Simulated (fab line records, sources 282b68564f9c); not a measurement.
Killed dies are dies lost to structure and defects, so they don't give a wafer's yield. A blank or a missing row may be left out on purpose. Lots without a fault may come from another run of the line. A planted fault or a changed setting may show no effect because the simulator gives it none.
One fault seen from 2 desks | flow rit_cmos | each desk has only its own numbers; what lay behind them comes last

THE METROLOGY DESK
What the gauges read, lot by lot, whatever tool the lot ran on: means of the sampled wafers that have a number. A lot is out of limits, marked OUT, if its mean lies more than 4 standard deviations from the usual mean; the brackets give that distance.
Columns: A = PRETRO_TW at RIT_PRETRO_TW_MEAS_10, usual 476; B = NLDD_TW at RIT_NLDD_TW_MEAS_10, usual 2513; C = NLDD_RS at RIT_SDANNEAL_RS_MEAS_07, usual 151.4 ohm/sq; D = M1_AL_RS at RIT_M1_RS_MEAS_01, usual 0.0747 ohm/sq
lot  | first seen here | A   | B               | C               | D
L562 | day 2 10:10     | 485 | 2489            | 151.6           | 0.0744
L563 | day 2 14:25     | 484 | 2543            | 151.7           | 0.0742
L564 | day 2 18:01     | 467 | 2550            | 151.4           | 0.0751
L565 | day 3 00:04     | 477 | 2475            | 150.6           | 0.0748
L567 | day 3 11:58     | 466 | 2480            | 151.9           | 0.0748
L568 | day 3 17:16     | 479 | 2479            | 153.0           | 0.0756
L569 | day 3 19:49     | 478 | 2489            | 152.0           | 0.0735
L570 | day 4 00:59     | 477 | 2494            | 151.2           | 0.0735
L571 | day 4 05:56     | 470 | 2500            | 151.3           | 0.0751
L574 | day 5 06:20     | 475 | 2730 (+7.2) OUT | 113.6 (-59) OUT | 0.0738
L578 | day 5 21:47     | 475 | 2707 (+6.5) OUT | 114.2 (-58) OUT | 0.0737
L581 | day 6 10:17     | 471 | 2553            | 151.7           | 0.0754
L582 | day 6 15:16     | 479 | 2507            | 150.9           | 0.0751
L583 | day 6 18:23     | 477 | 2489            | 152.1           | 0.0749
This desk's finding: out of limits on L574, L578; first on L574, day 5 20:42 (NLDD_TW at RIT_NLDD_TW_MEAS_10). In limits: L562, L563, L564, L565, L567, L568, L569, L570, L571, L581, L582, L583.

THE TOOL OWNER'S DESK: implanter-03
The tool's own readings at RIT_NLDD_IMPLANT_08: means of the sampled wafers that have a number, for each lot that ran on this tool. A lot is out of limits, marked OUT, if its mean lies more than 4 standard deviations from the usual mean; the brackets give that distance.
Columns: A = beam_on_s at RIT_NLDD_IMPLANT_08, usual 10.04 s; B = dose_ions_cm2 at RIT_NLDD_IMPLANT_08, usual 5e+14; C = faraday_current_uA at RIT_NLDD_IMPLANT_08, usual 1567
lot  | first seen here | A     | B                       | C
L565 | day 3 12:33     | 10.11 | 5e+14                   | 1561
L567 | day 3 23:49     | 10.20 | 5e+14                   | 1538
L570 | day 4 18:04     | 10.05 | 5e+14                   | 1564
L571 | day 4 23:56     | 10.00 | 5e+14                   | 1573
L574 | day 5 20:25     | 9.90  | 7e+14 (+99 or more) OUT | 2254 (+23) OUT
L578 | day 6 11:53     | 10.07 | 7e+14 (+99 or more) OUT | 2219 (+22) OUT
This desk's finding: out of limits on L574, L578; first on L574, day 5 20:25 (dose_ions_cm2 at RIT_NLDD_IMPLANT_08). In limits: L565, L567, L570, L571.

PUT TOGETHER
The tool owner's desk could have raised an alarm at day 5 20:25, on L574, L578.
The metrology desk could have raised an alarm at day 5 20:42, on L574, L578.
Of the lots named, all ran RIT_NLDD_IMPLANT_08 on implanter-03.

WHAT THE SIMULATOR HAD PUT IN
Process parameter drift: implanter-03, from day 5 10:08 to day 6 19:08, at RIT_NLDD_IMPLANT_08. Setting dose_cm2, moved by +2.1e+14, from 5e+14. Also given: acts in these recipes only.
Lots struck among those shown: L574, L578.
Hours from the fault's start to each desk's first reading out of limits: the tool owner's desk, 10; the metrology desk, 11.
